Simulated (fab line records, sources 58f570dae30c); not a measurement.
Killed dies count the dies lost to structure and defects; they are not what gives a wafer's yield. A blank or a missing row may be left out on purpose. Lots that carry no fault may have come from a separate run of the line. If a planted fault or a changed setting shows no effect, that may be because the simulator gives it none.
Check of tool commonality ; flow berkeley cmos170 ; 42 wafers sampled across 14 lots

REASON FOR OPENING
UCB170_PVT_TW_MEAS_09, reading PVT_TW: flagged on 2 of 14 lots. Wafers without a fault read 509, standard deviation 5.6.
Rule: a lot gets a flag if all its wafers with a number sit over 4 standard deviations from that mean, or if no wafer of it has a number. All remaining lots are regarded as sound.

lot;measured;on;PVT_TW, wafer by wafer;flag
L244;day 5 12:57;film metro-01;496 498 499;
L245;day 5 22:05;film metro-01;498 501 500;
L247;day 6 10:47;film metro-04;511 511 511;
L251;day 7 09:23;film metro-02;516 514 514;
L253;day 7 17:32;film metro-04;510 507 508;
L254;day 7 22:38;film metro-01;464 461 464;FLAGGED
L257;day 8 10:41;film metro-04;469 471 473;FLAGGED
L256;day 8 11:18;film metro-02;515 514 515;
L259;day 8 21:09;film metro-02;515 514 514;
L261;day 9 08:32;film metro-02;510 515 514;
L262;day 9 16:43;film metro-04;510 510 509;
L264;day 10 04:14;film metro-02;508 508 510;
L263;day 10 04:34;film metro-02;507 508 506;
L266;day 10 22:07;film metro-01;504 501 499;
Average over the flagged lots: 467; offset from the usual -42, equal to -8 standard deviations.

LOT BY LOT: THE TOOL USED
Before the reading, the record contains 2 process steps out of a 331-step route. Every cell lists first the tool, next ch and the chambers used by the sampled wafers, and last the start.
lot;flag;UCB170_ACTIVE_ETCH_15;UCB170_PVT_IMPLANT_07
L244;;rie diel-04 ch 1,2,3, day 4 07:17;implanter-02 ch 0, day 5 12:42
L245;;rie diel-02 ch 0,3, day 4 12:59;implanter-04 ch 0, day 5 21:50
L247;;rie diel-03 ch 0,2, day 4 20:39;implanter-04 ch 0, day 6 10:34
L251;;rie diel-03 ch 1,2,3, day 5 18:53;implanter-03 ch 0, day 7 09:08
L253;;rie diel-03 ch 0,1,3, day 6 10:10;implanter-02 ch 0, day 7 17:20
L254;FLAGGED;rie diel-02 ch 0,2,3, day 6 17:11;implanter-04 ch 0, day 7 22:23
L257;FLAGGED;rie diel-04 ch 0,1,2, day 7 01:23;implanter-04 ch 0, day 8 10:26
L256;;rie diel-02 ch 1,2, day 7 02:07;implanter-03 ch 0, day 8 11:04
L259;;rie diel-04 ch 0,2, day 7 14:04;implanter-02 ch 0, day 8 20:54
L261;;rie diel-04 ch 1,3, day 7 21:32;implanter-03 ch 0, day 9 08:19
L262;;rie diel-03 ch 0,1,3, day 8 03:31;implanter-02 ch 0, day 9 16:29
L264;;rie diel-03 ch 0,1, day 8 12:17;implanter-02 ch 0, day 10 03:59
L263;;rie diel-02 ch 0,1,3, day 8 12:03;implanter-03 ch 0, day 10 04:20
L266;;rie diel-04 ch 1,2, day 9 07:41;implanter-02 ch 0, day 10 21:53
What these steps do:
- UCB170_ACTIVE_ETCH_15: etches Si3N4 in CH3F/Ar/O2, stops on SiO2, target depth 242 nm, time 151 s.
- UCB170_PVT_IMPLANT_07
- UCB170_PVT_TW_MEAS_09

FLAGGED AGAINST TOTAL, ONE TOOL AT A TIME (gauges that did the reading follow at the end)
step;tool;lots run;flagged;share of the flagged lots;sound lots run after its first flagged lot
UCB170_ACTIVE_ETCH_15;rie diel-02;4;1;some;2 (L256,L263)
UCB170_ACTIVE_ETCH_15;rie diel-03;5;0;none;-
UCB170_ACTIVE_ETCH_15;rie diel-04;5;1;some;3 (L259,L261,L266)
UCB170_PVT_IMPLANT_07;implanter-02;6;0;none;-
UCB170_PVT_IMPLANT_07;implanter-03;4;0;none;-
UCB170_PVT_IMPLANT_07;implanter-04;4;2;all;0
UCB170_PVT_TW_MEAS_09;film metro-01;4;1;some;1 (L266)
UCB170_PVT_TW_MEAS_09;film metro-02;6;0;none;-
UCB170_PVT_TW_MEAS_09;film metro-04;4;1;some;1 (L262)

WHAT IS ALLOWED BY THE TABLE
1 row of the table ran every flagged lot: implanter-04 at UCB170_PVT_IMPLANT_07.
- implanter-04 at UCB170_PVT_IMPLANT_07 ran 4 lots, 2 of them flagged. It ran its last sound lot, L247, at day 6 10:34 and its first flagged lot, L254, at day 7 22:23: a fault with its onset between the two fits. Its own readings lie more than 4 standard deviations out on every wafer of the flagged lots: beam on s, faraday current uA.
One tool is left: implanter-04 at UCB170_PVT_IMPLANT_07.

WHAT WAS PUT IN BY THE SIMULATOR
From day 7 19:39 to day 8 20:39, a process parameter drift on implanter-04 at UCB170_PVT_IMPLANT_07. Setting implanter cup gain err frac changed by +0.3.
Shown lots that were struck: L254, L257. The rule given above showed the same thing.
